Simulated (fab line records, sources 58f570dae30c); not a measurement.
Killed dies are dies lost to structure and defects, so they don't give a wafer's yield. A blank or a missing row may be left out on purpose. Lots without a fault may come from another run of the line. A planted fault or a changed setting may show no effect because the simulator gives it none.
Which tool did it? | flow berkeley_cmos170 | 14 lots, 42 wafers sampled, at 2 steps of a route of 331

WHAT THE GAUGES READ, wafer by wafer
UCB170_ACTIVE_OVL_MEAS_14.
lot  | measured    | on         | ACTIVE_OVL (nm)
L212 | day 4 17:27 | overlay-02 | 1 -2 -6
L213 | day 5 01:10 | overlay-02 | -5 -1 3
L215 | day 5 13:18 | overlay-01 | 0 -3 -6
L218 | day 6 00:23 | overlay-02 | 12 6 3
L220 | day 6 13:05 | overlay-02 | 2 12 -6
L223 | day 7 03:37 | overlay-01 | 10 4 8
L222 | day 7 03:51 | overlay-02 | 4 -6 3
L224 | day 7 12:18 | overlay-02 | -3 -1 -5
L228 | day 8 05:17 | overlay-02 | -9 -7 -2
L230 | day 8 13:07 | overlay-02 | -1 8 -1
L231 | day 8 21:00 | overlay-01 | -1 -2 -2
L233 | day 9 05:23 | overlay-01 | -4 -5 -6
L232 | day 9 05:32 | overlay-02 | 10 1 2
L235 | day 9 22:34 | overlay-02 | 3 2 13

UCB170_NVT_OVL_MEAS_06.
lot  | measured     | on         | NVT_OVL (nm)
L212 | day 6 09:03  | overlay-01 | 6 0 8
L213 | day 6 19:15  | overlay-02 | -1 1 -4
L215 | day 7 07:41  | overlay-01 | -10 1 -3
L218 | day 7 19:02  | overlay-02 | 1 -2 0
L220 | day 8 07:10  | overlay-02 | 9 7 5
L223 | day 8 18:11  | overlay-01 | 3 9 -3
L222 | day 8 18:44  | overlay-02 | 13 7 10
L224 | day 9 04:58  | overlay-02 | -9 -1 -3
L228 | day 9 21:16  | overlay-02 | 1 1 -4
L230 | day 10 01:41 | overlay-02 | -5 -6 4
L231 | day 10 07:56 | overlay-01 | -6 -5 -5
L233 | day 10 15:06 | overlay-01 | 9 11 14
L232 | day 10 15:13 | overlay-01 | 10 1 0
L235 | day 11 08:41 | overlay-01 | 1 -5 2

WHICH TOOL RAN EACH LOT (tool, then ch and the chambers of the sampled wafers, then the start)
The record holds no process step before these readings.

WHAT THE TOOLS THEMSELVES READ (means of the sampled wafers that have a number; where no wafer has one, the mark that the record gives instead)
The record holds no such reading with a usual standard deviation.

THE ANSWER, worked out from the rows above alone
Rule: what is usual is taken from the lots themselves. Put in order of their means at a reading, lots are off if they are a third of the lots or fewer, leave a main group of 4 or more, and stand apart from it by a gap of 3 or more times the standard deviation of the main group's means; of several such gaps the widest counts. A main group whose means are all the same, to the digits that the tables above print for the reading, isn't used. A lot without any number at a reading at which 4 lots or more have one is off too. The other lots that the step has rows for count as sound. The gauges are gone through in route order, then the tools' own readings, and for those a lot's mean is taken as printed above. The first step at which some lot is off is used, and at that step the reading that is off furthest; a lot without a number counts as furthest.
No lot is off at any reading shown: from this, nothing can be told.

WHAT THE SIMULATOR HAD PUT IN
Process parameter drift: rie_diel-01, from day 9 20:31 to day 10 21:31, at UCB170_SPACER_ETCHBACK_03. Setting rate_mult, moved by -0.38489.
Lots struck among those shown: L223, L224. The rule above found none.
